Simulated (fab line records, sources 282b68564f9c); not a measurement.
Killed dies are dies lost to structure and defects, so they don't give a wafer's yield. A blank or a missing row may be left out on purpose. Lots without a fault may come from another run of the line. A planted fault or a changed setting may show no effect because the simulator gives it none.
A struck lot beside a sound one | flow rit_cmos | 15 steps out of a route of 202
Sound: wafers L316.3, L316.5, L316.6. Struck: wafers L312.1, L312.3, L312.5. The cause comes at the end.
At each step with rows: each side's tool, then ch and its chambers, then its first start. Under that, the readings that differ: sound wafers | struck wafers | difference of the means | sigmas: that difference in standard deviations of wafers without a fault.
alike: readings whose means differ by less than 2 such deviations, and words and numbers that are the same on both sides. not compared: withheld readings, readings that some wafer has no value for, bounds like >300 that may hide the same value, and numbers for which the record gives no deviation and whose values overlap.
The two part at a step that has a row with sigmas, a row that says differs or no value, or rows on one side only. Numbers that don't overlap but have no deviation are shown without sigmas and don't part them. A reading that every wafer of one side lacks parts them only if that side has two wafers or more.

RIT_M1_SPUTTER_00: material Al, target thk 400 nm, time 500 s.
  sound on pvd_sputter-02, day 7 18:38; struck on pvd_sputter-02, day 7 05:05
  alike: substrate_temp_c, throttle_valve_pct
RIT_M1_RS_MEAS_01: measures by four-point-probe.
  sound on film_metro-04, day 7 18:58; struck on film_metro-02, day 7 05:23
  alike: M1_AL_RS
RIT_M1_THK_MEAS_02: measures by xrf.
  sound on film_metro-04, day 7 19:04; struck on film_metro-02, day 7 05:30
  alike: M1_AL_THK
then, 6 steps without rows for these wafers: RIT_M1_HMDS_03 (prime time 60 s); RIT_M1_COAT_04 (resist thk 1300 nm); RIT_M1_SOFTBAKE_05 (time 60 s); RIT_M1_EXPOSE_06 (exposes mask M12, target cd 2600 nm); RIT_M1_PEB_07; RIT_M1_DEVELOP_08 (develop time 68 s).
RIT_M1_CD_MEAS_09: target cd 2600 nm.
  sound on cd_sem-02, day 7 20:02; struck on cd_sem-02, day 7 06:40
  alike: cd_nm
RIT_M1_OVL_MEAS_10:
  sound on overlay-02, day 7 20:07; struck on overlay-01, day 7 06:47
  alike: M1_OVL
then, 1 step without rows for these wafers: RIT_M1_HARDBAKE_11 (time 120 s).
RIT_M1_METAL_ETCH_12: etches Al in Cl2/BCl3, stops on SiO2, time 165 s, target depth 600 nm.
  sound on rie_metal-01 ch 0,1, day 7 20:27; struck on rie_metal-04 ch 0, day 7 07:08
  reading                                 | sound             | struck                  | difference | sigmas
  over_etch_frac                          | 0.5 0.5 0.5       | 0.40941 0.40941 0.40941 | -0.09059   |
  throttle_valve_pct (%)                  | 8.36 8.29 8.36    | 8.09 8.09 8.10          | -0.24      | -2
  model.NOVOLAK_of_M1_COAT_04.thk_nm (nm) | 811.5 815.8 815.8 | 827.6 836.4 831.4       | +17.4      |
  alike: drypump_motor_current_A, oes_product_au
  not compared: rf_hours_counter_h
then, 1 step without rows for these wafers: RIT_M1_STRIP_13 (strips in nmp, time 600 s).
RIT_M1_PROBE_99:
  sound on prober-02, day 8 00:05; struck on prober-01, day 7 09:40
  alike: defect_limited_yield, killed_at_contacts, killed_at_front_end, killed_dies, killed_open, killed_short, sort_bin_3_pad_short, sort_bin_5_function, sort_bin_6_memory, sort_n_pass, sort_yield_pct

WHERE THEY PART
Only at RIT_M1_METAL_ETCH_12, within this record. Later steps at which nothing parts them and some readings are alike: RIT_M1_PROBE_99.

WHY: what the simulator had put in
Process parameter drift: rie_metal-04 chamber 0, from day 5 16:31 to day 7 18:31, at RIT_M1_METAL_ETCH_12. Setting over_etch_frac, moved by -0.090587, from 0.5.
